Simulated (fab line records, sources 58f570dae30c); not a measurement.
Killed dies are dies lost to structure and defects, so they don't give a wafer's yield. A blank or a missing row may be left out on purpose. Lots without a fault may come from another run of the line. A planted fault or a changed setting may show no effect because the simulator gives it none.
Chamber matching | flow berkeley_cmos170 | UCB170_CONTACT_ETCH_18 on rie_diel-04: 4 sister chambers
The step etches PSG in CHF3/CF4/Ar, stops on TiSi2, target depth 840 nm, time 195 s. 4 wafers are shown with their chamber, then 7 later ones without.

WAFERS WITH THEIR CHAMBER
wafer  | chamber | throttle_valve_pct (%)
L151.1 | 3       | 7.02
L151.5 | 1       | 6.92
L153.2 | 2       | 6.91
L153.3 | 0       | 6.93

WAFERS WITHOUT THEIR CHAMBER
wafer  | throttle_valve_pct (%)
L153.6 | 6.91
L163.3 | 6.90
L163.4 | 7.03
L163.6 | 7.02
L165.2 | 6.93
L165.3 | 6.93
L165.4 | 7.01

WHICH CHAMBER EACH WENT THROUGH
wafer  | from the rows above     | in truth
L153.6 | can't be placed: 2 or 1 | 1
L163.3 | can't be placed: 2 or 1 | 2
L163.4 | 3                       | 3
L163.6 | 3                       | 3
L165.2 | can't be placed: 0 or 1 | 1
L165.3 | can't be placed: 0 or 1 | 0
L165.4 | 3                       | 3
Placed correctly: 3 of 7. Can't be placed from these rows: 4 (the true chamber is among the candidates in 4). Placed wrongly: 0.
How it was worked out, from the rows above alone: a wafer's distance from a chamber is the root of the sum, over the readings, of the square of ((its reading less the chamber's mean) divided by the reading's scatter). The wafer belongs to the nearest chamber; if the next one is less than 2 further off, it can't be placed. A chamber's mean is the mean of its shown wafers. The scatter: with one shown wafer a chamber, the root of the mean of the squares of how far each hidden wafer lies from its nearest shown one.
